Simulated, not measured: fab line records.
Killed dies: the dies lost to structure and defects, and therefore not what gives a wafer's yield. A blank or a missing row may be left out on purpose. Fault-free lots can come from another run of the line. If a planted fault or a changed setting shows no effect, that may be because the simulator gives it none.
A single fault, viewed from 2 desks ; flow berkeleyCmos170 ; every desk sees just its own numbers, and what lay behind them comes last

THE TOOL OWNER'S DESK: lpcvd-02
The tool's own readings at UCB170_PWELL_CVD_05 (deposits Si3N4 from SiH2Cl2/NH3, target thk 220 nm, time 3300 s): means of the sampled wafers that have a number, for each lot that ran on this tool. A lot is out of limits, marked OUT, if its mean lies more than 4 standard deviations from the usual mean; the brackets give that distance.
Columns: A = zonePowerCentrePct at UCB170_PWELL_CVD_05, usual 35.9 %
lot;first seen here;A
L549;day 4 19:05;36.6
L558;day 6 15:36;34.7
L559;day 6 15:36;36.6
Finding of this desk: none of the 3 lots has anything out of limits.

METROLOGY DESK
What the gauges read for every lot (on any tool): the sampled wafers with a number, averaged. A lot is out of limits, marked OUT, if its mean lies more than 4 standard deviations from the usual mean; the brackets give that distance.
Columns: A = NWELL_TW at UCB170_NWELL_TW_MEAS_16, usual 1238; B = PWELL_OXIDE_THK at UCB170_PWELL_THK_MEAS_03, usual 23.9 nm; C = PWELL_NITRIDE_THK at UCB170_PWELL_THK_MEAS_06, usual 220.5 nm; D = PWELL_OVL at UCB170_PWELL_OVL_MEAS_13, usual 1 nm
lot;first seen here;A;B;C;D
L549;day 3 21:17;1254;23.1;220.4;-3
L554;day 4 18:43;1259;24.9;220.9;6
L559;day 5 20:21;1225;23.8;216.3;-3
L558;day 5 20:43;1228;23.3;217.7;-1
L562;day 6 18:50;1237;24.6;219.7;3
L563;day 6 19:08;1224;24.9;217.4;2
Finding of this desk: none of the 6 lots has anything out of limits.

BROUGHT TOGETHER
The desk of the tool owner found nothing out of limits.
At the metrology desk, nothing out of limits was observed.

WHAT THE SIMULATOR PUT IN
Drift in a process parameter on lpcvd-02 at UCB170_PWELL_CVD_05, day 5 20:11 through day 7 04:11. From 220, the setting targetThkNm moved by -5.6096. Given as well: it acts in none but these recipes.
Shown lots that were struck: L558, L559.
